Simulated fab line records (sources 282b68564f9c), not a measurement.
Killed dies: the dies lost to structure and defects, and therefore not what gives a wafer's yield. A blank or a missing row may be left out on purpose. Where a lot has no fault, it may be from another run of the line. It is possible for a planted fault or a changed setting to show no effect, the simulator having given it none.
A struck lot beside a sound one / flow rit_cmos / 28 steps out of a route of 202
Sound: these wafers, L308.1, L308.2, L308.5. Struck: wafers L299.1, L299.3, L299.6. The cause is given at the end.
At each step with rows: each side's tool, then ch and its chambers, then its first start. Under that, the readings that differ: sound wafers / struck wafers / difference of the means / sigmas: that difference in standard deviations of wafers without a fault.
alike: words and numbers the same on both sides, and readings whose means are apart by under 2 such deviations; not compared: readings that were withheld, readings missing a value for some wafer, numbers with overlapping values and no deviation given by the record, and bounds like >300 which may hide the same value.
A row with sigmas, a row that says differs or no value, or rows on one side alone: a step with any of these is where the two part. When numbers do not overlap yet have no deviation, they are printed without sigmas and do not part them. Lack of a reading on every wafer of one side parts them only where that side has two or more wafers.

RIT_SDANNEAL_RTA_03: time 5 s.
  sound on rtp_anneal-02 ch 0, day 6 10:57; struck on rtp_anneal-01 ch 0, day 4 16:38
  alike: ramp_down_c_per_s, wafer_temp_C_max
RIT_SDANNEAL_RS_MEAS_04: the measuring method here is four-point-probe.
  sound on film_metro-02 at day 6 11:04; struck on film_metro-02 at day 4 16:41
reading=PSD_RS (ohm/sq); sound=116.60 117.01 116.44; struck=116.00 115.93 116.23; difference=-0.63; sigmas=-3
RIT_SDANNEAL_RS_MEAS_05: the measuring method here is four-point-probe.
  sound on film_metro-02 at day 6 11:11; struck on film_metro-02 at day 4 16:49
  alike: NSD_RS
RIT_SDANNEAL_RS_MEAS_06: the measuring method here is four-point-probe.
  sound on film_metro-02 at day 6 11:19; struck on film_metro-02 at day 4 16:56
  alike: PLDD_RS
RIT_SDANNEAL_RS_MEAS_07: the measuring method here is four-point-probe.
  sound on film_metro-02 at day 6 11:26; struck on film_metro-02 at day 4 17:03
  alike: NLDD_RS
then, 1 step without rows for these wafers: RIT_SILICIDE_WET_ETCH_00 (etches SiO2 in BOE, target depth 14 nm, time 15 s).
RIT_SILICIDE_SPUTTER_01: material Ti, target thk 30 nm, time 240 s.
  sound on pvd_sputter-03 at day 6 11:34; struck on pvd_sputter-01 at day 4 17:11
  alike: throttle_valve_pct
RIT_SILICIDE_RS_MEAS_02: the measuring method here is four-point-probe.
  sound on film_metro-01 at day 6 11:43; struck on film_metro-03 at day 4 17:20
  alike: SILICIDE_TI_RS
RIT_SILICIDE_THK_MEAS_03: measures by xrf.
  sound on film_metro-01 at day 6 11:50; struck on film_metro-03 at day 4 17:27
  alike: SILICIDE_TI_THK
RIT_SILICIDE_RTA_04: time 10 s, ramp up 5 s, ramp down 5 s.
  sound on rtp_anneal-01 ch 0, day 6 11:53; struck on rtp_anneal-02 ch 0, day 4 17:31
reading=wafer_temp_C_max; sound=652.9 653.0 654.7; struck=654.1 654.5 658.3; difference=+2.1; sigmas=+2
then, 1 step without rows for these wafers: RIT_SILICIDE_WET_ETCH_05 (etches Ti in SPM, time 120 s).
RIT_SILICIDE_RTA_06: time 10 s, ramp up 5 s, ramp down 10 s.
  sound on rtp_anneal-02 ch 0, day 6 12:01; struck on rtp_anneal-01 ch 0, day 4 17:37
  alike: wafer_temp_C_max
RIT_CONTACT_CVD_00: deposits SiO2 from TEOS, target thk 400 nm, time 61 s.
  sound on pecvd-02 ch 0,1, day 6 12:08; struck on pecvd-02 ch 0,1, day 4 17:54
  alike: heater_power_w
RIT_CONTACT_THK_MEAS_01:
  sound on film_metro-03 at day 6 12:11; struck on film_metro-03 at day 4 17:58
reading=CONTACT_TEOS_THK (nm); sound=394 397 405; struck=790 791 801; difference=+395; sigmas=+81
then, 6 steps without rows for these wafers: RIT_CONTACT_HMDS_02 (prime time 60 s); RIT_CONTACT_COAT_03 (resist thk 982.9 nm); RIT_CONTACT_SOFTBAKE_04 (time 60 s); RIT_CONTACT_EXPOSE_05 (exposes mask M11, target cd 1000 nm); RIT_CONTACT_PEB_06; RIT_CONTACT_DEVELOP_07 (develop time 120 s).
RIT_CONTACT_CD_MEAS_08: target cd 1000 nm.
  sound on cd_sem-02 at day 6 13:13; struck on cd_sem-01 at day 4 19:04
  alike: cd_nm
RIT_CONTACT_OVL_MEAS_09:
  sound on overlay-02 at day 6 13:20; struck on overlay-02 at day 4 19:11
  alike: CONTACT_OVL
then, 1 step without rows for these wafers: RIT_CONTACT_HARDBAKE_10 (time 60 s).
RIT_CONTACT_ETCH_11: etches SiO2 in CHF3/CF4/Ar, stops on TiSi2, target depth 480 nm, time 320 s.
  sound on rie_diel-02 ch 0,1, day 6 13:31; struck on rie_diel-01 ch 0,2,3, day 4 19:23
reading=model.CONTACT.feature_depth_nm (nm); sound=394 397.7 405.6; struck=490.9 488.4 472.6; difference=+84.9; sigmas=
reading=model.etch.depth_nm (nm); sound=394 397.7 405.6; struck=490.9 488.4 472.6; difference=+84.9; sigmas=
  alike: drypump_motor_current_A, oes_product_au, throttle_valve_pct
  not compared: rf_hours_counter_h
RIT_CONTACT_STRIP_12: strips in O2, time 180 s.
  sound on plasma_asher-03 ch 0,1, day 6 13:43; struck on plasma_asher-01 ch 1, day 4 19:34
  alike: drypump_motor_current_A
  not compared: rf_hours_counter_h
RIT_CONTACT_CD_MEAS_90: target cd 1000 nm.
  sound on cd_sem-01 at day 6 13:53; struck on cd_sem-01 at day 4 19:44
  alike: cd_nm
RIT_CONTACT_CLEAN_13: cleans in SC1, time 600 s.
  sound on wet_bench-04 ch 0, day 6 14:01; struck on wet_bench-04 ch 1, day 4 19:55
reading=model.SiO2_of_CONTACT_CVD_00.thk_nm (nm); sound=389.8 393.6 401.4; struck=786.5 787.2 796.5; difference=+395.1; sigmas=
  alike: temp_c
then, 1 step without rows for these wafers: RIT_CONTACT_CLEAN_14 (cleans in SC2, time 600 s).

## WHERE THEY PART
First at RIT_SDANNEAL_RS_MEAS_04; last, within this record, at RIT_CONTACT_THK_MEAS_01. Later steps at which nothing parts them and some readings are alike: RIT_CONTACT_CD_MEAS_08, RIT_CONTACT_OVL_MEAS_09, RIT_CONTACT_ETCH_11, RIT_CONTACT_STRIP_12, RIT_CONTACT_CD_MEAS_90, RIT_CONTACT_CLEAN_13.

WHY: what the simulator had put in
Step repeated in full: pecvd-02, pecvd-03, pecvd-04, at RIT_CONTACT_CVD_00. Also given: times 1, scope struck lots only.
